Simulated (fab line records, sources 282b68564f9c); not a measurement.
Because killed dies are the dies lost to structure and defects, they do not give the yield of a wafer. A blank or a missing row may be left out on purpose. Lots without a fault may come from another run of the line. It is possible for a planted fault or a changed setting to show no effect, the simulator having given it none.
Struck lot and sound lot, side by side / flow ritCmos / 44 steps out of a route of 202
Sound: wafers L276.3, L276.5, L276.6. The struck wafers were L287.4, L287.5, L287.6. The cause is given at the end.
Per side, at each step with rows, come the tool, then ch with its chambers, and then its first start. Under that, the readings that differ: sound wafers / struck wafers / difference of the means / sigmas: that difference in standard deviations of wafers without a fault.
alike: same words and numbers on both sides, and readings whose means sit less than 2 such deviations apart. not compared: any withheld reading, any reading some wafer has no value for, any bound like >300 that may hide the same value, and any number with overlapping values for which the record gives no deviation.
The two part at a step that has a row with sigmas, a row that says differs or no value, or rows on one side only. Non-overlapping numbers with no deviation appear without sigmas and do not part them. Lack of a reading on every wafer of one side parts them only where that side has two or more wafers.

first, 3 steps without rows for these wafers: RIT_REOX_CLEAN_01 (cleans in dHF, time 30 s); RIT_REOX_CLEAN_02 (cleans in SC2, time 600 s); RIT_REOX_OXIDATION_03 (target thk 25.2 nm, ox time 5580 s).
RIT_REOX_THK_MEAS_04:
  sound: filmMetro-01 at day 4 04:02; struck: filmMetro-02 at day 6 11:30
reading=REOX_OXIDE_THK (nm); sound=24.7 24.6 24.4; struck=25.8 25.7 25.8; difference=+1.2; sigmas=+3
then, 6 steps without rows for these wafers: RIT_NLDD_HMDS_00 (prime time 60 s); RIT_NLDD_COAT_01 (resist thk 1000 nm); RIT_NLDD_SOFTBAKE_02 (time 60 s); RIT_NLDD_EXPOSE_03 (exposes mask M7, target cd 40700 nm); RIT_NLDD_PEB_04; RIT_NLDD_DEVELOP_05 (develop time 50 s).
RIT_NLDD_OVL_MEAS_06:
  sound: overlay-02 at day 4 05:04; struck: overlay-02 at day 6 12:44
  alike: NLDD_OVL
then, 1 step without rows for these wafers: RIT_NLDD_HARDBAKE_07 (time 60 s).
RIT_NLDD_IMPLANT_08:
  sound on implanter-01 ch 0, day 4 05:17; struck on implanter-04 ch 0, day 6 13:01
reading=doseIonsCm2; sound=4.996e+14 4.998e+14 5e+14; struck=1.994e+14 1.996e+14 1.998e+14; difference=-3.002e+14; sigmas=-99 or more
reading=faradayCurrentUA; sound=1583 1585 1560; struck=605 641 642; difference=-947; sigmas=-28
  alike: tiltDeg
RIT_NLDD_STRIP_09: strips in O2, time 180 s.
  sound on plasmaAsher-01 ch 0,1, day 4 05:26; struck on plasmaAsher-02 ch 0,1, day 6 13:09
  alike: chamberPressureMTorr, drypumpMotorCurrentA
  not compared: rfHoursCounterH
RIT_NLDD_TW_MEAS_10:
  sound: filmMetro-03 at day 4 05:35; struck: filmMetro-03 at day 6 13:18
reading=NLDD_TW; sound=2491 2486 2493; struck=1894 1892 1895; difference=-596; sigmas=-40
then, 6 steps without rows for these wafers: RIT_PLDD_HMDS_00 (prime time 60 s); RIT_PLDD_COAT_01 (resist thk 1000 nm); RIT_PLDD_SOFTBAKE_02 (time 60 s); RIT_PLDD_EXPOSE_03 (exposes mask M8, target cd 40900 nm); RIT_PLDD_PEB_04; RIT_PLDD_DEVELOP_05 (develop time 50 s).
RIT_PLDD_OVL_MEAS_06:
  sound: overlay-02 at day 4 06:29; struck: overlay-01 at day 6 14:20
  alike: PLDD_OVL
then, 2 steps without rows for these wafers: RIT_PLDD_HARDBAKE_07 (time 60 s); RIT_PLDD_IMPLANT_08.
RIT_PLDD_STRIP_09: strips in O2, time 180 s.
  sound on plasmaAsher-02 ch 0,1, day 4 06:52; struck on plasmaAsher-02 ch 0,1, day 6 14:43
  alike: chamberPressureMTorr, drypumpMotorCurrentA
  not compared: rfHoursCounterH
RIT_PLDD_TW_MEAS_10:
  sound: filmMetro-01 at day 4 07:00; struck: filmMetro-01 at day 6 14:52
  alike: PLDD_TW
then, 4 steps without rows for these wafers: RIT_SPACER_CLEAN_00 (cleans in SC1, time 600 s); RIT_SPACER_CLEAN_01 (cleans in dHF, time 30 s); RIT_SPACER_CLEAN_02 (cleans in SC2, time 600 s); RIT_SPACER_CVD_03 (deposits Si3N4 from SiH2Cl2/NH3, target thk 250 nm, time 3300 s).
RIT_SPACER_THK_MEAS_04:
  sound: filmMetro-02 at day 4 10:05; struck: filmMetro-04 at day 6 17:44
  alike: SPACER_NITRIDE_THK
RIT_SPACER_ETCHBACK_05: etches Si3N4 in SF6/CHF3, stops on SiO2, target depth 250 nm, time 240 s.
  sound on rieDiel-02 ch 1,2,3, day 4 10:08; struck on rieDiel-01 ch 2,3, day 6 17:46
  alike: CHF3_flow_sccm, chamberPressureMTorr, drypumpMotorCurrentA, oesProductAu, throttleValvePct
  not compared: rfHoursCounterH
then, 6 steps without rows for these wafers: RIT_NSD_HMDS_00 (prime time 60 s); RIT_NSD_COAT_01 (resist thk 1000 nm); RIT_NSD_SOFTBAKE_02 (time 60 s); RIT_NSD_EXPOSE_03 (exposes mask M9, target cd 40700 nm); RIT_NSD_PEB_04; RIT_NSD_DEVELOP_05 (develop time 50 s).
RIT_NSD_OVL_MEAS_06:
  sound: overlay-02 at day 4 11:08; struck: overlay-02 at day 6 18:49
  alike: NSD_OVL
then, 2 steps without rows for these wafers: RIT_NSD_HARDBAKE_07 (time 60 s); RIT_NSD_IMPLANT_08.
RIT_NSD_STRIP_09: strips in O2, time 180 s.
  sound on plasmaAsher-04 ch 0,1, day 4 11:32; struck on plasmaAsher-01 ch 0,1, day 6 19:11
  alike: chamberPressureMTorr, drypumpMotorCurrentA
  not compared: rfHoursCounterH
RIT_SDANNEAL_RS_MEAS_07: measures by four-point-probe.
  sound: filmMetro-01 at day 4 14:14; struck: filmMetro-01 at day 6 21:46
reading=NLDD_RS (ohm/sq); sound=151.1 150.5 150.8; struck=305.3 305.8 307.4; difference=+155.4; sigmas=+99 or more
RIT_M1_PROBE_99:
  sound: prober-01 at day 4 21:24; struck: prober-01 at day 7 05:00
reading=model.etest.nmos_0p15.rOnOhmUm; sound=1114 1100 1167; struck=1795 1823 1789; difference=+675; sigmas=
reading=model.etest.nmos_0p3.rOnOhmUm; sound=2125 2084 2174; struck=2746 2810 2763; difference=+645; sigmas=
reading=model.etest.nldd.rsOhmSq; sound=371.5 370.4 368; struck=851 843.9 848.1; difference=+478; sigmas=
reading=model.etest.nmosTurned.driveUaUm; sound=320.5 330.4 326.1; struck=115.6 116.6 117.3; difference=-209.2; sigmas=
reading=model.etest.nldd.lineOhmUm; sound=115.6 115.3 112.5; struck=267.1 266.1 267; difference=+152.3; sigmas=
reading=model.etest.nmos_0p15.driveUaUm; sound=463.3 477.2 466.2; struck=338.3 335.2 340.5; difference=-130.9; sigmas=
reading=model.etest.nmosNarrow.driveUaUm; sound=233.3 238.2 232.6; struck=199.5 193.2 200.6; difference=-36.9; sigmas=
reading=model.etest.nmos_0p3.driveUaUm; sound=230.3 235.6 229.4; struck=200.2 195.8 200.3; difference=-33.0; sigmas=
  alike: killedAtContacts, killedAtFrontEnd, killedDies, killedOpen, killedShort

## WHERE THEY PART
Earliest at RIT_REOX_THK_MEAS_04; latest, in this record, at RIT_SDANNEAL_RS_MEAS_07. Later steps at which nothing parts them and some readings are alike: RIT_M1_PROBE_99.

WHY: the cause the simulator had injected
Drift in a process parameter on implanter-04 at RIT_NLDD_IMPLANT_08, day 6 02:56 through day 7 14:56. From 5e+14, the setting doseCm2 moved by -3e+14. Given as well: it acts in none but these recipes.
